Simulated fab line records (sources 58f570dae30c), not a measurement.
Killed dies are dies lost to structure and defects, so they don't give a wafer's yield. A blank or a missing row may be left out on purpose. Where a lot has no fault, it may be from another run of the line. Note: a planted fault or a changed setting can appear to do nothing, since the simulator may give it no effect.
A lot that was struck, set against a sound lot ; flow berkeley-cmos170 ; 15 out of 331 route steps
Sound: these wafers, L595.1, L595.2, L595.3. Wafers L603.3, L603.4, L603.5 were the ones struck. The cause is named last.
Each step with rows lists, per side, the tool, then ch with its chambers, then its first start. Under that, the readings that differ: sound wafers ; struck wafers ; difference of the means ; sigmas: that difference in standard deviations of wafers without a fault.
alike: words and numbers the same on both sides, and readings whose means are apart by under 2 such deviations; not compared: readings that were withheld, readings missing a value for some wafer, numbers with overlapping values and no deviation given by the record, and bounds like >300 which may hide the same value.
A row with sigmas, a row that says differs or no value, or rows on one side alone: a step with any of these is where the two part. Non-overlapping numbers with no deviation appear without sigmas and do not part them. Lack of a reading on every wafer of one side parts them only where that side has two or more wafers.

first, 7 steps without rows for these wafers: UCB170_SCREENOX_ANNEAL_03 (time 900 s); UCB170_NVT_HMDS_00 (prime time 60 s); UCB170_NVT_COAT_01 (resist thk 900 nm); UCB170_NVT_SOFTBAKE_02 (time 60 s); UCB170_NVT_EXPOSE_03 (exposes mask PWELL, target cd 3000 nm); UCB170_NVT_PEB_04; UCB170_NVT_DEVELOP_05 (develop time 45 s).
UCB170_NVT_OVL_MEAS_06:
  struck on overlay-02, day 9 17:56; sound on overlay-01, day 8 06:51
  alike: NVT_OVL
then, 1 step without rows for these wafers: UCB170_NVT_IMPLANT_07.
UCB170_NVT_STRIP_08: strips in O2.
  sound on plasma-asher-03 ch 0,1, day 8 07:02; struck on plasma-asher-02 ch 0,1, day 9 18:09
  alike: drypump-motor-current-A, oes-product-au, strip-time-to-endpoint-s
  not compared: rf-hours-counter-h
UCB170_NVT_TW_MEAS_09:
  struck on film-metro-01, day 9 18:14; sound on film-metro-04, day 8 07:08
  alike: NVT_TW
then, 1 step without rows for these wafers: UCB170_NVT_CLEAN_10 (cleans in SPM, time 600 s).
UCB170_PVT_HMDS_00: prime time 60 s.
  sound on litho-track-02 ch 0, day 8 08:19; struck on litho-track-02 ch 0, day 9 19:41
reading;sound;struck;difference;sigmas
prime-temp-c (C);99.97 99.97 100.10;102.78 102.98 102.90;+2.87;+21
then, 2 steps without rows for these wafers: UCB170_PVT_COAT_01 (resist thk 900 nm); UCB170_M3_PROBE_99.

## WHERE THEY PART
Only at UCB170_PVT_HMDS_00, as far as this record shows.

WHY: what the simulator had put in
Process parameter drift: litho-track-02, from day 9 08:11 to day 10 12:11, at UCB170_PVT_HMDS_00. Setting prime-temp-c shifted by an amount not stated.
